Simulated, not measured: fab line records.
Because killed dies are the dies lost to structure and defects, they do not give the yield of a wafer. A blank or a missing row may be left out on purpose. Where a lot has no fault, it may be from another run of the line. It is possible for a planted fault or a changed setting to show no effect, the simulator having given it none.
A sampling plan put to the test + flow berkeley cmos170 + one fab line, 43 faults that these records tell of, each judged on the records of the lots that it struck
Plan = the line's own looks (route steps where a gauge or an inspection reads the wafer without altering it). Where struck wafers have a number at a look and the file lists that look's usual mean and standard deviation on fault-free wafers, the look can be judged. Caught: at a look after the fault's first step, the mean of the struck wafers lies 4 or more of those standard deviations (sigma) from the usual mean. On the tool: here the same test is run on the tool's own readings at the fault's steps. It also counts as caught if the struck wafers ran another recipe or if their record alone is blank.

THE FAULTS, as the simulator had put them in
1. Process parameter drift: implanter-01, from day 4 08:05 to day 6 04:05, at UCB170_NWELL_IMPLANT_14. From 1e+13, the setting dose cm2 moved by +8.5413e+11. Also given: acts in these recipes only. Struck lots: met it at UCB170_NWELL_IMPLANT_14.
2. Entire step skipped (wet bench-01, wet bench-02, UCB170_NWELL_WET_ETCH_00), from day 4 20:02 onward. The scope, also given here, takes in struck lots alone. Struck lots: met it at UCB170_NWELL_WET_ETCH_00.
3. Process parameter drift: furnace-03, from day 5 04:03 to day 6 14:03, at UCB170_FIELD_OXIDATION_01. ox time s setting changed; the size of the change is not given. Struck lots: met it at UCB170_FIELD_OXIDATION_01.
4. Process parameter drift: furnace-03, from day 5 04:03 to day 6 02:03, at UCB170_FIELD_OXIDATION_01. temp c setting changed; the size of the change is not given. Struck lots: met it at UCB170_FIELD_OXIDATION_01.
5. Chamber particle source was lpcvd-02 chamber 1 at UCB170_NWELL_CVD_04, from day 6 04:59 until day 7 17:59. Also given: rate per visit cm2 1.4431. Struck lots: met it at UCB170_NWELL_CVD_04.
6. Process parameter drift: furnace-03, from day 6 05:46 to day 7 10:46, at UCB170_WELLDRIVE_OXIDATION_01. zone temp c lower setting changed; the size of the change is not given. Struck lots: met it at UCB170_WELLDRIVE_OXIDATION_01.
7. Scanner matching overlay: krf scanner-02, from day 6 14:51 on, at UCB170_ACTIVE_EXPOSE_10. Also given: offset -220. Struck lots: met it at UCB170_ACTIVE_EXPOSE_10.
8. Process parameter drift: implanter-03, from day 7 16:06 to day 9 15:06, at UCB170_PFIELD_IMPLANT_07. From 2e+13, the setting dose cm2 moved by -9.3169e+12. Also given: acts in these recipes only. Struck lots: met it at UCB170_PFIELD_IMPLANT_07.
9. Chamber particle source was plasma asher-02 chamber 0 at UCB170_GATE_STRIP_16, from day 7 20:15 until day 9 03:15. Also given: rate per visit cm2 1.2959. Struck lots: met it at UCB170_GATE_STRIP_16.
10. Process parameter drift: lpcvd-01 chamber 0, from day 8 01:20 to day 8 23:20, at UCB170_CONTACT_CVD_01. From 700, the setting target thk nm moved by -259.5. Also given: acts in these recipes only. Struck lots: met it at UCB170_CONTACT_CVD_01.
11. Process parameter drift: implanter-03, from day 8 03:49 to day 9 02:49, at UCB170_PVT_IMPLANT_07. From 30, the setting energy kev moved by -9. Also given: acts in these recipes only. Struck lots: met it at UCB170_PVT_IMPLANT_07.
12. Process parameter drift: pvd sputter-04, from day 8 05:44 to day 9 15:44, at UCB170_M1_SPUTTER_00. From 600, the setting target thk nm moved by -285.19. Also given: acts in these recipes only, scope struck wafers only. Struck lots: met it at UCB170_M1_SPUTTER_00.
13. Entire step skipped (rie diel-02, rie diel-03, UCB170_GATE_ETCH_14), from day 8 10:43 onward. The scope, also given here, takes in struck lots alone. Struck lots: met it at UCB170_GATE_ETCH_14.
14. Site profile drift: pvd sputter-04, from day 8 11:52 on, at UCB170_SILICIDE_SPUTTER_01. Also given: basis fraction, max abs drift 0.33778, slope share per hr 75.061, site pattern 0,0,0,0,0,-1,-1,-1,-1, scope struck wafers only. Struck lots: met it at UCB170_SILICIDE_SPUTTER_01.
15. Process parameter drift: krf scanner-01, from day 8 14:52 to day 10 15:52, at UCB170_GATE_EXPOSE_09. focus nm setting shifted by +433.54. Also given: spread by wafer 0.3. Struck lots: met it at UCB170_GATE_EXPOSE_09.
16. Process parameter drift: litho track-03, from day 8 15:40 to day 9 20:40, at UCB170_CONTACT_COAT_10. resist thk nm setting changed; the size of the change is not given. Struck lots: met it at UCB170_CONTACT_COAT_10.
17. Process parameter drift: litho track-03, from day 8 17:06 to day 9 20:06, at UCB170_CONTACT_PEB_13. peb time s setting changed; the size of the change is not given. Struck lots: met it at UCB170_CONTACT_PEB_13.
18. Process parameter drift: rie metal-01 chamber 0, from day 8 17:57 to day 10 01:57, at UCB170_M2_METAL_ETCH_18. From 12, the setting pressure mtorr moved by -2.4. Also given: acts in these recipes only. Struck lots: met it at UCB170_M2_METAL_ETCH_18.
19. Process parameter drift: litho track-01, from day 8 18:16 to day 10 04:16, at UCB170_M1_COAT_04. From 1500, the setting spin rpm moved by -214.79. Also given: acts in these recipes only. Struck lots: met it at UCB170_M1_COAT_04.
20. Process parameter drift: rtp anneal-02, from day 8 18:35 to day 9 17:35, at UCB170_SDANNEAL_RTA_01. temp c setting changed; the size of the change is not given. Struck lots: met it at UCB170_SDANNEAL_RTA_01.
21. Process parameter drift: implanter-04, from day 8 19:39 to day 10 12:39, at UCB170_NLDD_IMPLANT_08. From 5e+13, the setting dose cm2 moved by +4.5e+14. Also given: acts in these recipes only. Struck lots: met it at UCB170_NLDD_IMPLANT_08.
22. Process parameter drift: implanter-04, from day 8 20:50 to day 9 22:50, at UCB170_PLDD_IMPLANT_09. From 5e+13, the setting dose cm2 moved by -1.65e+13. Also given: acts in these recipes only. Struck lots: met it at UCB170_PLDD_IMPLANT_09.
23. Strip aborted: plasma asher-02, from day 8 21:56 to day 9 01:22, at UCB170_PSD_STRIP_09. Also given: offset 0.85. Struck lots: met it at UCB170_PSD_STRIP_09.
24. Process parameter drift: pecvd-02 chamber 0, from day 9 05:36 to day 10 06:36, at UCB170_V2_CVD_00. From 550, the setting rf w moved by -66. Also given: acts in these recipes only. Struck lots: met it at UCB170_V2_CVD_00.
25. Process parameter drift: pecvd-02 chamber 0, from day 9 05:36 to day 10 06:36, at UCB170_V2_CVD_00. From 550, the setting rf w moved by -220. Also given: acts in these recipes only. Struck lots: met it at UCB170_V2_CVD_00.
26. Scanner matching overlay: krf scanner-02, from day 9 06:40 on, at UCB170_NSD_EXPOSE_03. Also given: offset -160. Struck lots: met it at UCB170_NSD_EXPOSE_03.
27. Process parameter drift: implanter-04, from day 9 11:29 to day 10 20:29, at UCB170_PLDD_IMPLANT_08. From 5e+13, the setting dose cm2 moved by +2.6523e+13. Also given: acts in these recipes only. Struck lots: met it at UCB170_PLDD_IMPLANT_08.
28. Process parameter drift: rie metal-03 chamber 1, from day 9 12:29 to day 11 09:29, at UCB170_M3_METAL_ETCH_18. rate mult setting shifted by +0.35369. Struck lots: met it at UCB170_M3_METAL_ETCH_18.
29. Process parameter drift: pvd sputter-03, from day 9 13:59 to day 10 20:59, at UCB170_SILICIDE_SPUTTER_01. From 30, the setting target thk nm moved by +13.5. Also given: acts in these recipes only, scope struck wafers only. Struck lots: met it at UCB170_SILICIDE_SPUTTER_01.
30. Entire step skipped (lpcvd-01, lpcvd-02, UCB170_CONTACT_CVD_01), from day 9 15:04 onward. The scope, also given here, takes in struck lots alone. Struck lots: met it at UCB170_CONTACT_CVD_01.
31. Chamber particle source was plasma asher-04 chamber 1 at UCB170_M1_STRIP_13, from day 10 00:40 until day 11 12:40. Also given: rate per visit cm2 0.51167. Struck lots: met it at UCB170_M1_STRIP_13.
32. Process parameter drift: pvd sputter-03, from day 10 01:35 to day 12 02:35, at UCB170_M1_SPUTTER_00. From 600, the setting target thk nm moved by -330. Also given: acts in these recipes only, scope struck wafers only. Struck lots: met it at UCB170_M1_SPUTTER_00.
33. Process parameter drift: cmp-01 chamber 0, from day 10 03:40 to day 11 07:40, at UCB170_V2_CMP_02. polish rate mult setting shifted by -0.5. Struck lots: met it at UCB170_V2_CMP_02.
34. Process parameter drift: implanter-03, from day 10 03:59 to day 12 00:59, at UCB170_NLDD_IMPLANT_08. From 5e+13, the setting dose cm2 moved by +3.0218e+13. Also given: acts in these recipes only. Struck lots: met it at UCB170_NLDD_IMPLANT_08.
35. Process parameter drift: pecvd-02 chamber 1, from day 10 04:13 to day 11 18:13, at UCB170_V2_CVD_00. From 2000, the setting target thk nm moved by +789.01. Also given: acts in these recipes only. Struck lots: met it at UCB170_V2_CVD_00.
36. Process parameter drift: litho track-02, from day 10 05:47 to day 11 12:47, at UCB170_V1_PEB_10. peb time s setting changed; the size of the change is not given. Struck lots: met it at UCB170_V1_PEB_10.
37. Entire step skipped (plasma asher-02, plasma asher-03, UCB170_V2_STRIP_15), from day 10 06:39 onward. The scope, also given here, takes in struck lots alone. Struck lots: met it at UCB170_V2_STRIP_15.
38. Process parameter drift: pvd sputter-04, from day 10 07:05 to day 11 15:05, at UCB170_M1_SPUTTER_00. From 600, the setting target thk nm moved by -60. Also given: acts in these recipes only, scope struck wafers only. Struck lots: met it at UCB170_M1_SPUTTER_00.
39. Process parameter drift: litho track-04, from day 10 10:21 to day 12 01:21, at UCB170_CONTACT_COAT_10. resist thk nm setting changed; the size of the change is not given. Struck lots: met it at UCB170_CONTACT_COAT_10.
40. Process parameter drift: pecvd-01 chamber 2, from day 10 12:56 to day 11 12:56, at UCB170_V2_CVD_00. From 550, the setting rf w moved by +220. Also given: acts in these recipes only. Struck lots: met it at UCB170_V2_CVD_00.
41. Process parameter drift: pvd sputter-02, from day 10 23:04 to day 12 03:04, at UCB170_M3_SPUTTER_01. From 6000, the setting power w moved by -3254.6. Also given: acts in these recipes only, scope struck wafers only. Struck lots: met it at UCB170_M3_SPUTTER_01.
42. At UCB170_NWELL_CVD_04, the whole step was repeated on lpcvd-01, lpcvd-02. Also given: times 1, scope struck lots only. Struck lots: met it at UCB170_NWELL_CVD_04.
43. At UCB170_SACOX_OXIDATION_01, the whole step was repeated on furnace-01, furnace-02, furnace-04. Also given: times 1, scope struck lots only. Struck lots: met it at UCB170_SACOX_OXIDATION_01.

WHAT THE PLAN SAW
| fault | on the tool itself                               | first look that catches it                      | reading, sigma                                        | median hours from its first step to that look | hours from the fault's start to the first struck lot there | judged looks passed uncaught |
|-------|--------------------------------------------------|-------------------------------------------------|-------------------------------------------------------|-----------------------------------------------|------------------------------------------------------------|------------------------------|
| 1     | dose ions cm2 +85 sigma                          | not the one look that can be judged after it    | strongest: NWELL_TW at UCB170_NWELL_TW_MEAS_16, +3.9  | -                                             | -                                                          | 1                            |
| 2     | no reading that can be judged                    | no look after it can be judged                  | -                                                     | -                                             | -                                                          | 0                            |
| 3     | under 2 sigma                                    | UCB170_FIELD_THK_MEAS_02                        | FIELD_OXIDE_THK -9.2                                  | 3.0                                           | 7                                                          | 0                            |
| 4     | tube center temp C +99 or beyond sigma           | UCB170_FIELD_THK_MEAS_02                        | FIELD_OXIDE_THK +11                                   | 3.0                                           | 7                                                          | 0                            |
| 5     | no reading that can be judged                    | none of the 2 looks that can be judged after it | -                                                     | -                                             | -                                                          | 2                            |
| 6     | under 2 sigma                                    | UCB170_WELLDRIVE_THK_MEAS_02                    | WELLDRIVE_OXIDE_THK -5.1                              | 3.5                                           | 7                                                          | 0                            |
| 7     | no reading that can be judged                    | UCB170_ACTIVE_OVL_MEAS_14                       | ACTIVE_OVL -38                                        | 0.7                                           | 6                                                          | 0                            |
| 8     | dose ions cm2 -99 or beyond sigma                | UCB170_PFIELD_TW_MEAS_09                        | PFIELD_TW -35                                         | 0.2                                           | 10                                                         | 0                            |
| 9     | under 2 sigma                                    | none of the 2 looks that can be judged after it | -                                                     | -                                             | -                                                          | 2                            |
| 10    | under 2 sigma                                    | UCB170_CONTACT_THK_MEAS_02                      | CONTACT_PSG_THK -33                                   | 1.8                                           | 1                                                          | 0                            |
| 11    | beam energy keV -99 or beyond sigma              | UCB170_PVT_TW_MEAS_09                           | PVT_TW -15                                            | 0.2                                           | 10                                                         | 0                            |
| 12    | under 2 sigma                                    | UCB170_M1_RS_MEAS_01                            | M1_AL_RS +91                                          | 0.1                                           | 24                                                         | 0                            |
| 13    | the tool's record is blank for the struck wafers | no look after it can be judged                  | -                                                     | -                                             | -                                                          | 0                            |
| 14    | under 2 sigma                                    | UCB170_SILICIDE_RS_MEAS_02                      | SILICIDE_TI_RS +21                                    | 0.0                                           | 17                                                         | 0                            |
| 15    | exposure dose mJ cm2 -19 sigma                   | UCB170_GATE_CD_MEAS_12                          | cd nm -10                                             | 0.8                                           | 9                                                          | 0                            |
| 16    | no reading that can be judged                    | none of the 2 looks that can be judged after it | -                                                     | -                                             | -                                                          | 2                            |
| 17    | under 2 sigma                                    | not the one look that can be judged after it    | strongest: cd nm at UCB170_CONTACT_CD_MEAS_15, +3.9   | -                                             | -                                                          | 1                            |
| 18    | chamber pressure mTorr -99 or beyond sigma       | no look after it can be judged                  | -                                                     | -                                             | -                                                          | 0                            |
| 19    | spin speed rpm -99 or beyond sigma               | none of the 2 looks that can be judged after it | strongest: cd nm at UCB170_M1_CD_MEAS_09, +2.5        | -                                             | -                                                          | 2                            |
| 20    | wafer_temp_C_max +26 sigma                       | UCB170_SDANNEAL_RS_MEAS_02                      | PSD_RS -31                                            | 0.1                                           | 19                                                         | 0                            |
| 21    | dose ions cm2 +99 or beyond sigma                | UCB170_NLDD_TW_MEAS_11                          | NLDD_TW +77                                           | 0.4                                           | 9                                                          | 0                            |
| 22    | dose ions cm2 -99 or beyond sigma                | UCB170_PLDD_TW_MEAS_11                          | PLDD_TW -8.0                                          | 0.2                                           | 5                                                          | 0                            |
| 23    | oes product au -34 sigma                         | UCB170_NSD_TW_MEAS_10                           | NSD_TW -99 or beyond                                  | 2.0                                           | 5                                                          | 0                            |
| 24    | rf fwd power W -42 sigma                         | none of the 2 looks that can be judged after it | strongest: V2_TEOS_THK at UCB170_V2_THK_MEAS_01, -3.8 | -                                             | -                                                          | 2                            |
| 25    | rf fwd power W -99 or beyond sigma               | UCB170_V2_THK_MEAS_01                           | V2_TEOS_THK -12                                       | 0.2                                           | 11                                                         | 0                            |
| 26    | no reading that can be judged                    | UCB170_NSD_OVL_MEAS_07                          | NSD_OVL -31                                           | 0.7                                           | 5                                                          | 0                            |
| 27    | dose ions cm2 +99 or beyond sigma                | UCB170_PLDD_TW_MEAS_11                          | PLDD_TW +10                                           | 0.4                                           | 10                                                         | 0                            |
| 28    | under 2 sigma                                    | UCB170_M3_CD_MEAS_90                            | cd nm -5.3                                            | 0.5                                           | 11                                                         | 0                            |
| 29    | under 2 sigma                                    | UCB170_SILICIDE_RS_MEAS_02                      | SILICIDE_TI_RS -28                                    | 0.0                                           | 0                                                          | 0                            |
| 30    | the tool's record is blank for the struck wafers | no look after it can be judged                  | -                                                     | -                                             | -                                                          | 0                            |
| 31    | under 2 sigma                                    | no look after it can be judged                  | -                                                     | -                                             | -                                                          | 0                            |
| 32    | under 2 sigma                                    | UCB170_M1_RS_MEAS_01                            | M1_AL_RS +99 or beyond                                | 0.1                                           | 18                                                         | 0                            |
| 33    | under 2 sigma                                    | UCB170_V2_THK_MEAS_04                           | V2_POLISHED_THK +99 or beyond                         | 0.4                                           | 5                                                          | 1                            |
| 34    | dose ions cm2 +99 or beyond sigma                | UCB170_NLDD_TW_MEAS_11                          | NLDD_TW +13                                           | 0.4                                           | 3                                                          | 0                            |
| 35    | under 2 sigma                                    | UCB170_V2_THK_MEAS_01                           | V2_TEOS_THK +33                                       | 0.2                                           | 6                                                          | 0                            |
| 36    | heater power total W +99 or beyond sigma         | UCB170_V1_CD_MEAS_12                            | cd nm -15                                             | 0.3                                           | 1                                                          | 0                            |
| 37    | no reading that can be judged                    | not the one look that can be judged after it    | -                                                     | -                                             | -                                                          | 1                            |
| 38    | under 2 sigma                                    | UCB170_M1_RS_MEAS_01                            | M1_AL_RS +11                                          | 0.1                                           | 11                                                         | 0                            |
| 39    | under 2 sigma                                    | UCB170_CONTACT_CD_MEAS_15                       | cd nm +18                                             | 1.3                                           | 7                                                          | 0                            |
| 40    | rf fwd power W +99 or beyond sigma               | UCB170_V2_THK_MEAS_01                           | V2_TEOS_THK +9.1                                      | 0.2                                           | 5                                                          | 0                            |
| 41    | cathode dc power W -99 or beyond sigma           | UCB170_M3_RS_MEAS_02                            | M3_AL_RS +99 or beyond                                | 0.1                                           | 26                                                         | 0                            |
| 42    | under 2 sigma                                    | UCB170_NWELL_THK_MEAS_05                        | NWELL_NITRIDE_THK +99 or beyond                       | 4.5                                           | -                                                          | 0                            |
| 43    | under 2 sigma                                    | UCB170_SACOX_THK_MEAS_02                        | SACOX_OXIDE_THK +31                                   | 4.2                                           | -                                                          | 0                            |
A dash: the fault is not caught, or the number is missing from these records.

Caught at a look: 30 of 43. Caught on the tool: 20 of 43. By one or the other: 36 of 43.
Faults 1, 13, 18, 19, 24, 30 were caught on the tool alone.
Caught at a look alone: faults 3, 6, 7, 10, 12, 14, 26, 28, 29, 32, 33, 35, 38, 39, 42, 43.
Caught by neither: faults 2, 5, 9, 16, 17, 31, 37.

THINNER SAMPLING
If the look that catches a fault measured only every second or every third lot, by lot number, the first struck lot would be measured this late in the worst case:
| fault | struck lots at that look, in order of time | every lot | every second lot | every third lot |
|-------|--------------------------------------------|-----------|------------------|-----------------|
| 3     | L858, L859                                 | 7 h       | 7 h              | may miss all 2  |
| 4     | L796, L797                                 | 7 h       | 7 h              | may miss all 2  |
| 6     | L728, L729                                 | 7 h       | 7 h              | may miss all 2  |
| 7     | L395, L398, L401, L402                     | 6 h       | 13 h             | may miss all 4  |
| 8     | L952, L953                                 | 10 h      | 20 h             | may miss all 2  |
| 10    | L705, L704                                 | 1 h       | 3 h              | may miss all 2  |
| 11    | L120, L123                                 | 10 h      | 19 h             | may miss all 2  |
| 12    | L141, L145                                 | 24 h      | may miss all 2   | may miss all 2  |
| 14    | L595                                       | 17 h      | may miss it      | may miss it     |
| 15    | L707                                       | 9 h       | may miss it      | may miss it     |
| 20    | L148, L147                                 | 19 h      | 19 h             | may miss all 2  |
| 21    | L151, L152                                 | 9 h       | 18 h             | may miss all 2  |
| 22    | L466, L470                                 | 5 h       | may miss all 2   | may miss all 2  |
| 23    | L286                                       | 5 h       | may miss it      | may miss it     |
| 25    | L247                                       | 11 h      | may miss it      | may miss it     |
| 26    | L958, L959                                 | 5 h       | 15 h             | may miss all 2  |
| 27    | L982, L985                                 | 10 h      | 26 h             | may miss all 2  |
| 28    | L870                                       | 11 h      | may miss it      | may miss it     |
| 29    | L810                                       | 0 h       | may miss it      | may miss it     |
| 32    | L284                                       | 18 h      | may miss it      | may miss it     |
| 33    | L906, L907                                 | 5 h       | 7 h              | may miss all 2  |
| 34    | L647, L649                                 | 3 h       | may miss all 2   | may miss all 2  |
| 35    | L480                                       | 6 h       | may miss it      | may miss it     |
| 36    | L116, L117                                 | 1 h       | 9 h              | may miss all 2  |
| 38    | L270, L272                                 | 11 h      | may miss all 2   | may miss all 2  |
| 39    | L991, L994                                 | 7 h       | 15 h             | may miss all 2  |
| 40    | L683, L684                                 | 5 h       | 19 h             | may miss all 2  |
| 41    | L588                                       | 26 h      | may miss it      | may miss it     |
The hour figures run from when the fault began to the first measured lot among those it struck. The limit of 4 sigma was tested on all struck wafers together, so one lot alone may lie under it. Other struck lots may not be in these records.

THE LONGEST TIMED WAY FROM STEP TO LOOK
For fault 42, UCB170_NWELL_CVD_04 and UCB170_NWELL_THK_MEAS_05 are separated by a median of 4.5 hours. No look between them can be judged.
